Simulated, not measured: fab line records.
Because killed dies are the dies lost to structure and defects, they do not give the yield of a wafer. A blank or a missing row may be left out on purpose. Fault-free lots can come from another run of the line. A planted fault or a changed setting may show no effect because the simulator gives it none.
Comparing a struck lot with a sound one -- flow berkeley_cmos170 -- 16 out of 331 route steps
Sound: wafers L260.3, L260.5, L260.6. The struck wafers were L265.1, L265.2, L265.6. The cause is given at the end.
Order at every step that has rows: each side's tool, ch and its chambers, its first start. Under that, the readings that differ: sound wafers -- struck wafers -- difference of the means -- sigmas: that difference in standard deviations of wafers without a fault.
alike: same words and numbers on both sides, and readings whose means sit less than 2 such deviations apart. not compared: any withheld reading, any reading some wafer has no value for, any bound like >300 that may hide the same value, and any number with overlapping values for which the record gives no deviation.
Wherever a step has rows on one side only, a row that says differs or no value, or a row with sigmas, the two part there. Non-overlapping numbers with no deviation appear without sigmas and do not part them. Lack of a reading on every wafer of one side parts them only where that side has two or more wafers.

first, 1 step without rows for these wafers: UCB170_PWELL_OXIDATION_02 (target thk 26.4 nm, ox time 1260 s).
UCB170_PWELL_THK_MEAS_03:
  struck on film_metro-04, day 6 08:14; sound on film_metro-04, day 5 16:25
  alike: PWELL_OXIDE_THK
then, 2 steps without rows for these wafers: UCB170_PWELL_ANNEAL_04 (time 900 s); UCB170_PWELL_CVD_05 (deposits Si3N4 from SiH2Cl2/NH3, target thk 220 nm, time 3300 s).
UCB170_PWELL_THK_MEAS_06:
  struck on film_metro-02, day 6 13:41; sound on film_metro-04, day 5 21:09
  alike: PWELL_NITRIDE_THK
then, 6 steps without rows for these wafers: UCB170_PWELL_HMDS_07 (prime time 60 s); UCB170_PWELL_COAT_08 (resist thk 900 nm); UCB170_PWELL_SOFTBAKE_09 (time 60 s); UCB170_PWELL_EXPOSE_10 (exposes mask PWELL, target cd 3000 nm); UCB170_PWELL_PEB_11; UCB170_PWELL_DEVELOP_12 (develop time 45 s).
UCB170_PWELL_OVL_MEAS_13:
  struck on overlay-02, day 6 14:38; sound on overlay-02, day 5 22:34
  alike: PWELL_OVL
UCB170_PWELL_ETCH_14: etches Si3N4 in CH3F/Ar/O2, stops on SiO2, target depth 242 nm, time 151 s.
  sound on rie_diel-04 ch 0,1,2, day 5 22:35; struck on rie_diel-03 ch 1,2, day 6 14:40
reading,sound,struck,difference,sigmas
oes_product_au (a.u.),0.923 0.932 0.933,0.980 1.014 1.005,+0.070,+5
run_length_s (s),179.4 178.7 179.5,156.1 156.0 156.4,-23.0,-64
model.KrF_of_PWELL_COAT_08.thk_nm (nm),724.8 723.9 725.8,750.5 748.3 748.1,+24.1,
model.etch.depth_nm (nm),218.7 218 217,202.1 208.9 208.7,-11.3,
  alike: chamber_pressure_mTorr, drypump_motor_current_A, throttle_valve_pct
  not compared: rf_hours_counter_h, model.SiO2_of_PWELL_OXIDATION_02.thk_nm
next, for these wafers, 1 step has no rows: UCB170_PWELL_IMPLANT_15.
UCB170_PWELL_STRIP_16: strips in O2.
  sound on plasma_asher-01 ch 0,1, day 5 22:53; struck on plasma_asher-04 ch 0,1, day 6 14:55
reading,sound,struck,difference,sigmas
strip_time_to_endpoint_s (s),18.10 18.08 18.11,18.71 18.66 18.67,+0.58,+7
  alike: chamber_pressure_mTorr, drypump_motor_current_A, oes_product_au
  not compared: rf_hours_counter_h
UCB170_PWELL_TW_MEAS_17:
  struck on film_metro-02, day 6 15:01; sound on film_metro-02, day 5 22:58
  alike: PWELL_TW

## WHERE THEY PART
Earliest at UCB170_PWELL_ETCH_14; latest, in this record, at UCB170_PWELL_STRIP_16. Later steps at which nothing parts them and some readings are alike: UCB170_PWELL_TW_MEAS_17.

WHY: the cause the simulator had injected
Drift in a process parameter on rie_diel-03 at UCB170_PWELL_ETCH_14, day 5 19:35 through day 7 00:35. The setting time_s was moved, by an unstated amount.
